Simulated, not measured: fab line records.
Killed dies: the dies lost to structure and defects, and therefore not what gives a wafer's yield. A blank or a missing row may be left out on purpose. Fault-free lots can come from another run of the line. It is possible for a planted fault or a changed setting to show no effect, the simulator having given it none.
Chamber matching -- flow berkeleyCmos170 -- UCB170_GATE_ETCH_15 on rieSi-02 has 4 sister chambers
The step etches poly-Si in HBr/Cl2, stops on SiO2, time 56.3 s, target depth 278.2 nm. 4 wafers are shown with their chamber, then 7 later ones without.

## WAFERS PAIRED WITH THEIR CHAMBERS
wafer,chamber,drypumpMotorCurrentA (A)
L556.2,2,5.8
L556.5,1,5.2
L557.5,0,5.7
L559.4,3,4.8

## WAFERS WHOSE CHAMBER IS MISSING
wafer,drypumpMotorCurrentA (A)
L559.6,5.7
L563.2,5.8
L563.3,5.2
L563.6,4.8
L574.1,5.2
L574.3,5.8
L574.6,5.6

## WHICH CHAMBER EACH WENT THROUGH
wafer,from the rows above,in truth
L559.6,0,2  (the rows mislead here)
L563.2,2,2
L563.3,1,1
L563.6,3,3
L574.1,1,1
L574.3,2,2
L574.6,0,0
Placed correctly: 6 of 7. Not placeable from these rows: 0. Placed wrongly: 1.
How it was worked out, from the rows above alone: a wafer's distance from a chamber is the root of the sum, over the readings, of the square of ((its reading less the chamber's mean) divided by the reading's scatter). If the next closest chamber is less than 2 further off than the closest, the wafer can't be placed; otherwise it belongs to the closest. Each chamber's mean is taken over the wafers shown for it. The scatter: root of mean squared gap, hidden wafer to nearest shown wafer, with one shown wafer a chamber.
